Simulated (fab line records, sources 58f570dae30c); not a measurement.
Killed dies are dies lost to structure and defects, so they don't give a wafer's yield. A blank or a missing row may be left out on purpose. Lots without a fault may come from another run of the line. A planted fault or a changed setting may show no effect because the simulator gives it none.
Which tool did it? | flow berkeley_cmos170 | 13 lots, 39 wafers sampled, at 2 steps of a route of 331

WHAT THE GAUGES READ, wafer by wafer
UCB170_START_THK_MEAS_03. Usual: START_OXIDE_THK 20.0 nm, standard deviation 0.34.
lot  | measured    | on            | START_OXIDE_THK (nm) | flag
L660 | day 1 17:34 | film_metro-02 | 19.8 20.1 20.2       |
L662 | day 2 04:34 | film_metro-02 | 20.4 20.6 20.3       |
L664 | day 2 15:55 | film_metro-02 | 19.9 19.9 20.0       |
L666 | day 2 23:52 | film_metro-03 | 20.4 20.4 20.3       |
L667 | day 3 07:05 | film_metro-03 | 19.9 20.2 20.2       |
L668 | day 3 13:19 | film_metro-03 | 19.4 19.6 19.6       |
L671 | day 4 04:41 | film_metro-01 | 20.2 20.2 20.2       |
L674 | day 4 20:22 | film_metro-01 | 19.8 20.4 20.3       |
L676 | day 5 06:16 | film_metro-02 | 20.2 19.9 20.1       |
L677 | day 5 06:20 | film_metro-02 | 19.9 20.1 20.3       |
L679 | day 5 19:29 | film_metro-02 | 19.7 19.7 19.6       |
L680 | day 6 01:07 | film_metro-02 | 19.7 20.4 20.2       |
L681 | day 6 05:44 | film_metro-02 | 20.2 20.0 20.1       |

UCB170_NWELL_THK_MEAS_05. Usual: NWELL_NITRIDE_THK 224.0 nm, standard deviation 2.2.
lot  | measured    | on            | NWELL_NITRIDE_THK (nm) | flag
L660 | day 2 10:09 | film_metro-01 | 223.3 223.6 223.3      |
L662 | day 2 19:06 | film_metro-01 | 222.4 223.6 221.4      |
L664 | day 3 12:59 | film_metro-04 | 223.4 223.4 223.0      |
L666 | day 3 16:31 | film_metro-04 | 221.3 223.3 224.2      |
L667 | day 4 03:38 | film_metro-02 | 224.3 223.5 221.6      |
L668 | day 4 09:31 | film_metro-04 | 224.6 222.8 222.0      |
L671 | day 4 20:07 | film_metro-01 | 227.4 224.1 224.8      |
L674 | day 5 15:40 | film_metro-04 | 225.9 225.1 225.3      |
L676 | day 6 00:17 | film_metro-04 | 221.5 221.7 222.6      |
L677 | day 6 00:17 | film_metro-01 | 221.2 222.0 221.2      |
L679 | day 6 11:57 | film_metro-01 | 220.9 219.9 221.3      |
L680 | day 6 22:52 | film_metro-04 | 226.4 226.9 228.8      |
L681 | day 6 22:52 | film_metro-01 | 224.2 223.8 223.2      |

WHICH TOOL RAN EACH LOT (tool, then ch and the chambers of the sampled wafers, then the start)
The record holds no process step before these readings.

WHAT THE TOOLS THEMSELVES READ (means of the sampled wafers that have a number; where no wafer has one, the mark that the record gives instead)
The record holds no such reading with a usual standard deviation.

THE ANSWER, worked out from the rows above alone
Rule: a lot is off if the mean of its wafers that have a number lies more than 3 standard deviations from the usual mean. A lot without any number at a reading at which 4 lots or more have one is off too. The other lots that the step has rows for count as sound. The gauges are gone through in route order, then the tools' own readings, and for those a lot's mean is taken as printed above. The first step at which some lot is off is used, and at that step the reading that is off furthest; a lot without a number counts as furthest.
No lot is off at any reading shown: from this, nothing can be told.

WHAT THE SIMULATOR HAD PUT IN
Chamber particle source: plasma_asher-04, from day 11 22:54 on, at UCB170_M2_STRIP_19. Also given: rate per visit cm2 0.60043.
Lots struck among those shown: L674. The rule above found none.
